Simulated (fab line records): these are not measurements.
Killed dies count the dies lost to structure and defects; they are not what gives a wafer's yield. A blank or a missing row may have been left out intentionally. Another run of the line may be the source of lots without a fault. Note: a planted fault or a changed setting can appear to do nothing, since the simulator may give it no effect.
Which of the tools did it?    flow rit-cmos    Sampling: 13 lots, 39 wafers, 6 of 202 route steps

## WHAT THE GAUGES READ, wafer by wafer
RIT_NRETRO_OVL_MEAS_06.
lot   measured     on          NRETRO_OVL (nm)
L456  day 2 15:59  overlay-01  -0.5 0.2 1.2
L457  day 2 21:49  overlay-01  3.0 1.7 2.0
L458  day 2 22:48  overlay-02  1.1 1.4 -0.5
L459  day 3 06:13  overlay-02  -1.5 -0.2 0.4
L460  day 3 11:26  overlay-02  0.8 1.2 -0.5
L462  day 3 18:30  overlay-02  -0.4 0.7 -0.5
L464  day 4 08:24  overlay-01  -0.5 0.3 -0.9
L465  day 4 09:07  overlay-02  0.8 2.7 2.4
L467  day 4 21:59  overlay-01  1.5 1.8 2.3
L475  day 6 20:37  overlay-01  0.9 1.0 2.0
L477  day 7 01:59  overlay-01  0.3 2.6 -0.5
L476  day 7 03:52  overlay-01  1.6 4.1 2.0
L478  day 7 09:37  overlay-02  -0.7 -0.9 0.1

RIT_PLDD_OVL_MEAS_06.
lot   measured     on          PLDD_OVL (nm)
L456  day 3 08:30  overlay-02  1.1 1.7 0.6
L457  day 3 11:08  overlay-02  2.0 0.3 3.1
L458  day 3 13:43  overlay-02  3.2 1.0 1.5
L459  day 4 01:07  overlay-02  1.0 1.8 1.0
L460  day 4 01:22  overlay-02  -0.7 -2.6 0.0
L462  day 4 15:22  overlay-02  2.9 3.1 1.7
L464  day 4 23:54  overlay-02  -0.6 0.8 1.6
L465  day 5 02:27  overlay-01  0.6 3.6 2.7
L467  day 5 15:32  overlay-01  1.8 2.9 0.5
L475  day 7 14:16  overlay-02  0.7 1.9 2.9
L477  day 7 19:52  overlay-01  1.6 3.8 2.2
L476  day 7 22:04  overlay-02  2.9 2.9 2.6
L478  day 8 01:35  overlay-02  1.7 1.8 1.4

RIT_PSD_OVL_MEAS_06.
lot   measured     on          PSD_OVL (nm)
L456  day 3 14:00  overlay-02  1.1 2.5 -1.0
L457  day 3 16:37  overlay-02  -0.2 0.6 -1.6
L458  day 3 19:10  overlay-02  -0.1 0.2 0.1
L459  day 4 07:39  overlay-01  -0.3 -2.6 0.7
L460  day 4 08:15  overlay-02  -0.2 0.9 -0.9
L462  day 4 22:16  overlay-01  -1.0 0.4 -2.1
L464  day 5 05:22  overlay-01  1.9 -1.3 0.0
L465  day 5 09:10  overlay-01  0.1 -0.5 -0.3
L467  day 5 21:01  overlay-02  - - -
L475  day 7 21:38  overlay-02  -0.3 -1.4 -1.6
L477  day 8 02:36  overlay-02  -1.1 -2.2 -2.3
L476  day 8 04:08  overlay-01  1.7 0.2 -0.8
L478  day 8 08:11  overlay-01  2.1 2.4 1.9

RIT_PSD_TW_MEAS_10.
lot   measured     on             PSD_TW
L456  day 3 14:31  film-metro-01  3385 3362 3365
L457  day 3 17:08  film-metro-01  3376 3370 3379
L458  day 3 19:43  film-metro-01  3384 3363 3387
L459  day 4 08:25  film-metro-02  3442 3447 3450
L460  day 4 09:02  film-metro-01  3371 3357 3369
L462  day 4 22:52  film-metro-02  3456 3451 3446
L464  day 5 05:52  film-metro-02  3419 3434 3406
L465  day 5 09:41  film-metro-02  3444 3421 3425
L467  day 5 21:32  film-metro-02  30 30 30
L475  day 7 22:10  film-metro-04  3423 3400 3422
L477  day 8 03:07  film-metro-02  3419 3415 3424
L476  day 8 04:38  film-metro-04  3412 3411 3412
L478  day 8 08:41  film-metro-01  3374 3361 3355

RIT_CONTACT_CD_MEAS_90 targets a cd of 1000 nm.
lot   measured     on         cd-nm (nm)
L456  day 3 17:46  cd-sem-02  1000.3 1000.1 1000.3
L457  day 3 20:25  cd-sem-02  994.5 996.4 997.5
L458  day 3 23:07  cd-sem-01  998.7 999.3 999.3
L459  day 4 11:42  cd-sem-01  999.6 998.8 995.9
L460  day 4 12:29  cd-sem-01  1004.0 1004.5 1003.7
L462  day 5 02:09  cd-sem-02  999.2 998.6 997.8
L464  day 5 11:37  cd-sem-02  1004.4 1001.5 1003.1
L465  day 5 13:03  cd-sem-02  1003.5 1003.4 1003.9
L467  day 6 00:48  cd-sem-02  998.2 998.0 997.7
L475  day 8 01:29  cd-sem-02  1000.5 996.6 997.2
L477  day 8 06:31  cd-sem-02  1001.3 1003.1 999.4
L476  day 8 08:04  cd-sem-01  1001.4 1001.7 1003.1
L478  day 8 12:04  cd-sem-01  1000.9 998.2 996.4

## EACH LOT AND THE TOOL THAT RAN IT (in order: tool; ch and the chambers of the sampled wafers; start)
lot   RIT_PSD_EXPOSE_03
L456  iline-stepper-01 ch 0, day 3 13:35
L457  iline-stepper-01 ch 0, day 3 16:14
L458  iline-stepper-02 ch 0, day 3 18:46
L459  iline-stepper-01 ch 0, day 4 07:16
L460  iline-stepper-01 ch 0, day 4 07:43
L462  iline-stepper-02 ch 0, day 4 21:47
L464  iline-stepper-01 ch 0, day 5 04:58
L465  iline-stepper-01 ch 0, day 5 08:46
L467  iline-stepper-01 ch 0, day 5 20:39
L475  iline-stepper-02 ch 0, day 7 21:17
L477  iline-stepper-01 ch 0, day 8 02:07
L476  iline-stepper-02 ch 0, day 8 03:44
L478  iline-stepper-02 ch 0, day 8 07:47
- RIT_PSD_EXPOSE_03: exposes mask M10, target cd 40900 nm.

## WHAT THE TOOLS THEMSELVES READ (means of the sampled wafers that have a number; where no wafer has one, the mark that the record gives instead)
RIT_PSD_EXPOSE_03.
lot   tool              focus-offset-nm (nm)  stage-vel-mm-s (mm/s)
L456  iline-stepper-01  0.6                   500.28
L457  iline-stepper-01  -0.0                  499.73
L458  iline-stepper-02  0.3                   500.05
L459  iline-stepper-01  0.1                   500.23
L460  iline-stepper-01  -0.4                  500.06
L462  iline-stepper-02  -0.4                  499.69
L464  iline-stepper-01  0.3                   499.77
L465  iline-stepper-01  0.0                   500.29
L467  iline-stepper-01  1.2                   500.07
L475  iline-stepper-02  -0.3                  500.43
L477  iline-stepper-01  -0.4                  499.74
L476  iline-stepper-02  0.6                   500.31
L478  iline-stepper-02  -0.4                  500.21

## THE ANSWER, worked out from the rows above alone
Rule: the lots themselves supply what counts as usual. The widest of any qualifying gaps counts: lots, ordered by their means at a reading, are off when they make up no more than a third of the lots, leave a main group of 4 or more, and stand apart from it by 3 or more times the standard deviation of that group's means. A main group is skipped when, at the precision printed for the reading in the tables above, its means are all equal. Also off: a lot with no number at a reading for which 4 or more lots have one. Any other lot the step has rows for is counted as sound. After the gauges, taken in route order, come the tools' own readings; for these a lot's mean is taken, as printed above. At the first step where some lot is off, the reading lying furthest off is the one used; lots without a number count as furthest.
Off: L467, at RIT_PSD_OVL_MEAS_06 (PSD_OVL). Without a number there: L467. For the main group the mean is -0.1 nm and the standard deviation 0.98.
If a tool, at a process step before that reading, ran all the lots that are off and no sound lot after the first of them, it fits. The gauges at RIT_PSD_OVL_MEAS_06 aren't tried: what is off there is off at RIT_PSD_TW_MEAS_10 too, on other tools, and a gauge's error can't cause that. None of those tried fits.

## WHAT THE SIMULATOR PUT IN
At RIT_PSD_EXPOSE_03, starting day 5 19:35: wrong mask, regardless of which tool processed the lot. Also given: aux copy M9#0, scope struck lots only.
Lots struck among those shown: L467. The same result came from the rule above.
